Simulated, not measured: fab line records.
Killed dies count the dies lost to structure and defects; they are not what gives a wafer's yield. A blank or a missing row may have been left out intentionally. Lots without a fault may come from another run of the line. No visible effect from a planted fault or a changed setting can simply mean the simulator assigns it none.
Split-lot trial	flow ritCmos	on a route of 202 steps: 5 lots, 23 wafers read

## ON THE SPLIT
At RIT_GATE_OXIDATION_05 (target thk 3 nm, ox time 270 s), the setting tempC was moved away from the recipe's 900 C on 20 of the 23 wafers read, by -1.4% to +2.2%. For the rest of the wafers, this setting stayed at what the recipe calls for.

## THE PATH FROM SPLIT TO READING: the file shows 1 step between them
- RIT_GATE_ANNEAL_06: time 600 s

## THE READING
GATE_OXIDE_THK in nanometres, read at RIT_GATE_THK_MEAS_07. Fault-free wafers of this fab line usually give 3.03 nm, standard deviation 0.061 nm.

wafer	tool, chamber at the split	tempC as run, C	against the recipe	GATE_OXIDE_THK, nm	against lot-mates on the recipe
L074.1	-, -	917.6	+2.0%	3.69	no lot-mate on the recipe
L074.2	-, -	917.6	+2.0%	3.66	no lot-mate on the recipe
L074.3	-, -	917.6	+2.0%	3.70	no lot-mate on the recipe
L074.4	-, -	917.6	+2.0%	3.71	no lot-mate on the recipe
L074.5	-, -	917.6	+2.0%	3.66	no lot-mate on the recipe
L077.2	-, -	919.7	+2.2%	3.77	no lot-mate on the recipe
L077.3	-, -	919.7	+2.2%	3.75	no lot-mate on the recipe
L077.4	-, -	919.7	+2.2%	3.73	no lot-mate on the recipe
L077.5	-, -	919.7	+2.2%	3.78	no lot-mate on the recipe
L077.6	-, -	919.7	+2.2%	3.75	no lot-mate on the recipe
L078.1	-, -	915.1	+1.7%	3.63	no lot-mate on the recipe
L078.3	-, -	915.1	+1.7%	3.65	no lot-mate on the recipe
L078.4	-, -	915.1	+1.7%	3.60	no lot-mate on the recipe
L078.5	-, -	915.1	+1.7%	3.55	no lot-mate on the recipe
L078.6	-, -	915.1	+1.7%	3.58	no lot-mate on the recipe
L082.1	-, -	887.6	-1.4%	2.65	no lot-mate on the recipe
L082.3	-, -	887.6	-1.4%	2.63	no lot-mate on the recipe
L082.4	-, -	887.6	-1.4%	2.62	no lot-mate on the recipe
L082.5	-, -	887.6	-1.4%	2.65	no lot-mate on the recipe
L082.6	-, -	887.6	-1.4%	2.63	no lot-mate on the recipe
L085.2	furnace-04, 0	900	recipe	3.01	-
L085.5	furnace-04, 0	900	recipe	2.99	-
L085.6	furnace-04, 0	900	recipe	3.01	-

THE FIT
A straight line over all 23 wafers: GATE_OXIDE_THK changes by +0.319 nm for each +1% of tempC; r = +1.00; the points scatter about the line by 0.032 nm.
Too few moved wafers with a lot-mate on the recipe to fit a line net of each lot's own level.

## THE WHOLE CHAIN: every reading that the file lists as answering this split, in the file's order
step	what it does	reading	change (the file's fit)	r (the file's)
RIT_GATE_OXIDATION_05	target thk 3 nm, ox time 270 s	SiO2_of_GATE_OXIDATION_05.thkNm (the simulator's own value, which no gauge read)	+0.318 nm for each +1% of the setting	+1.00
RIT_GATE_THK_MEAS_07		GATE_OXIDE_THK	+0.319 for each +1% of the setting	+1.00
RIT_M1_PROBE_99		etest.pmos_0p3.rOnOhmUm (the simulator's own value, which no gauge read)	+592 for each +1% of the setting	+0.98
RIT_M1_PROBE_99		etest.nmos_0p3.rOnOhmUm (the simulator's own value, which no gauge read)	+135 for each +1% of the setting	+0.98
RIT_M1_PROBE_99		etest.nmos_0p15.driveUaUm (the simulator's own value, which no gauge read)	-37.4 for each +1% of the setting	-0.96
RIT_M1_PROBE_99		etest.nmos_0p3.driveUaUm (the simulator's own value, which no gauge read)	-24.6 for each +1% of the setting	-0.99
RIT_M1_PROBE_99		etest.nmosNarrow.driveUaUm (the simulator's own value, which no gauge read)	-25.7 for each +1% of the setting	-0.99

## THE FILE'S OWN FIT
GATE_OXIDE_THK changes by +0.319 nm for each +1% of tempC, r = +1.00.
